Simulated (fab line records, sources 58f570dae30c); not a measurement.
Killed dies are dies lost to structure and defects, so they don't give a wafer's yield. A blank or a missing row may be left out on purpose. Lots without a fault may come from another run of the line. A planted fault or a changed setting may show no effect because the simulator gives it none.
Which tool did it? | flow berkeley_cmos170 | 7 lots, 21 wafers sampled, at 3 steps of a route of 331

WHAT THE GAUGES READ, wafer by wafer
UCB170_V2_CD_MEAS_90: target cd 700 nm.
lot  | measured     | on        | cd_nm (nm)
L286 | day 8 20:38  | cd_sem-01 | 697.9 695.9 698.6
L290 | day 9 09:35  | cd_sem-01 | 699.0 701.0 700.2
L292 | day 10 07:04 | cd_sem-02 | 700.5 701.7 700.9
L294 | day 10 06:48 | cd_sem-01 | 702.3 700.8 702.0
L297 | day 11 06:05 | cd_sem-02 | 699.0 698.7 696.7
L298 | day 11 04:26 | cd_sem-01 | 701.5 701.8 702.3
L301 | day 12 11:58 | cd_sem-01 | 699.9 700.3 701.8

WHICH TOOL RAN EACH LOT (tool, then ch and the chambers of the sampled wafers, then the start)
lot  | UCB170_ZERO_ETCH_06               | UCB170_PFIELD_STRIP_08
L286 | rie_diel-04 ch 1,3, day 2 02:34   | plasma_asher-02 ch 0, day 5 01:30
L290 | rie_diel-03 ch 0,1, day 2 20:13   | plasma_asher-02 ch 0,1, day 5 15:47
L292 | rie_diel-01 ch 0,2,3, day 3 07:56 | plasma_asher-04 ch 0,1, day 6 07:22
L294 | rie_diel-01 ch 0,2, day 3 20:27   | plasma_asher-02 ch 0,1, day 6 13:37
L297 | rie_diel-03 ch 0,1,3, day 4 08:08 | plasma_asher-04 ch 0,1, day 7 13:28
L298 | rie_diel-03 ch 1,2,3, day 4 11:58 | plasma_asher-03 ch 0,1, day 7 13:42
L301 | rie_diel-03 ch 0,1, day 5 04:11   | plasma_asher-02 ch 0,1, day 8 07:49
- UCB170_ZERO_ETCH_06: etches SiO2 in CHF3/CF4/Ar, time 12 s.
- UCB170_PFIELD_STRIP_08: strips in O2.

THE ANSWER, worked out from the rows above alone
Rule: what is usual is taken from the lots themselves. Put in order of their means at a reading, lots are off if they are a third of the lots or fewer, leave a main group of 4 or more, and stand apart from it by a gap of 3 or more times the standard deviation of the main group's means; of several such gaps the widest counts. A main group whose means are all the same, to the digits that the tables above print for the reading, isn't used. A lot without any number at a reading at which 4 lots or more have one is off too. The other lots that the step has rows for count as sound.
No lot is off at any reading shown: from this, nothing can be told.

WHAT THE SIMULATOR HAD PUT IN
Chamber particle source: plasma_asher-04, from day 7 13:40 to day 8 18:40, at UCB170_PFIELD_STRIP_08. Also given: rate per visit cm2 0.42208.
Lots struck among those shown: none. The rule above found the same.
